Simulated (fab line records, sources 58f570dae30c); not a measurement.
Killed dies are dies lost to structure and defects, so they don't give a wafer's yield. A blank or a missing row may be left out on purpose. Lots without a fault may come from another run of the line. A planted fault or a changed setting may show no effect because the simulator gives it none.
Split-lot experiment | flow berkeley_cmos170 | 5 lots, 23 wafers read, on a route of 331 steps

THE SPLIT
At UCB170_PSD_EXPOSE_03 (exposes mask PSELECT MOD, target cd 1200 nm), the setting dose_mj was moved away from the recipe's 30 on 10 of the 23 wafers read, by -7.1% to +7.1%. The other wafers ran this setting at the recipe's value.

FROM THE SPLIT TO THE READING: what the file shows between them, 2 steps
- UCB170_PSD_PEB_04
- UCB170_PSD_DEVELOP_05: develop time 45 s

THE READING
cd_nm, in nm, at UCB170_PSD_CD_MEAS_06 (target cd 1200 nm). Fault-free wafers of this fab line usually give 1199.8 nm, standard deviation 1.4 nm.

wafer  | tool, chamber at the split | dose_mj as run | against the recipe | cd_nm, nm | against lot-mates on the recipe
L078.1 | krf_scanner-01, 0          | 30             | recipe             | 1199.4    | -
L078.2 | krf_scanner-01, 0          | 30             | recipe             | 1201.2    | -
L078.4 | krf_scanner-01, 0          | 30             | recipe             | 1201.9    | -
L079.2 | krf_scanner-01, 0          | 29.36          | -2.1%              | 1195.5    | -2.8
L079.3 | krf_scanner-01, 0          | 30             | recipe             | 1199.4    | -
L079.4 | krf_scanner-01, 0          | 30             | recipe             | 1197.2    | -
L079.5 | krf_scanner-01, 0          | 29.36          | -2.1%              | 1195.5    | -2.8
L079.6 | krf_scanner-01, 0          | 29.36          | -2.1%              | 1195.3    | -3.0
L081.1 | krf_scanner-02, 0          | 30             | recipe             | 1202.2    | -
L081.2 | krf_scanner-02, 0          | 28.94          | -3.5%              | 1196.4    | -6.3
L081.4 | krf_scanner-02, 0          | 28.94          | -3.5%              | 1196.2    | -6.5
L081.5 | krf_scanner-02, 0          | 30             | recipe             | 1203.2    | -
L081.6 | krf_scanner-02, 0          | 28.94          | -3.5%              | 1194.0    | -8.7
L082.2 | krf_scanner-01, 0          | 30             | recipe             | 1199.1    | -
L082.3 | krf_scanner-01, 0          | 32.13          | +7.1%              | 1214.1    | +13.4
L082.4 | krf_scanner-01, 0          | 30             | recipe             | 1201.6    | -
L082.5 | krf_scanner-01, 0          | 30             | recipe             | 1201.4    | -
L082.6 | krf_scanner-01, 0          | 32.13          | +7.1%              | 1212.8    | +12.1
L084.1 | krf_scanner-01, 0          | 30             | recipe             | 1198.8    | -
L084.2 | krf_scanner-01, 0          | 27.88          | -7.1%              | 1184.9    | -13.9
L084.3 | krf_scanner-01, 0          | 27.88          | -7.1%              | 1184.3    | -14.5
L084.4 | krf_scanner-01, 0          | 30             | recipe             | 1198.2    | -
L084.6 | krf_scanner-01, 0          | 30             | recipe             | 1199.5    | -

THE FIT
A straight line over all 23 wafers: cd_nm changes by +1.94 nm for each +1% of dose_mj; r = +0.97; the points scatter about the line by 1.8 nm.
The same after taking each lot's own level away (the mean of its wafers on the recipe; 23 wafers): +1.89 nm for each +1%; r = +0.99; scatter 1 nm.
On that fit, the largest move of dose_mj shifts the reading by 13 nm.
The lots' own levels span 1198.30 to 1202.70 nm, that is 3.1 times the standard deviation above.
So the lot-to-lot level changes the slope little: the two slopes agree.
Check: with one of the wafers moved furthest among these (+7.1%) left out of the fit, the line predicts +13.4 nm for it against its lot-mates. It came out at +13.4 nm against them.

OTHER SPLITS ON THESE WAFERS
These wafers also went through other splits before the reading. Each is held against what the fit with the lots' levels taken away leaves over:
other split on the same wafers  | wafers away from the commonest value | r with cd_nm (lot level and that fit taken away)
UCB170_NLDD_IMPLANT_09 dose_cm2 | 4                                    | +0.06

THE FILE'S OWN FIT
cd_nm changes by +1.89 nm for each +1% of dose_mj, r = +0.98.
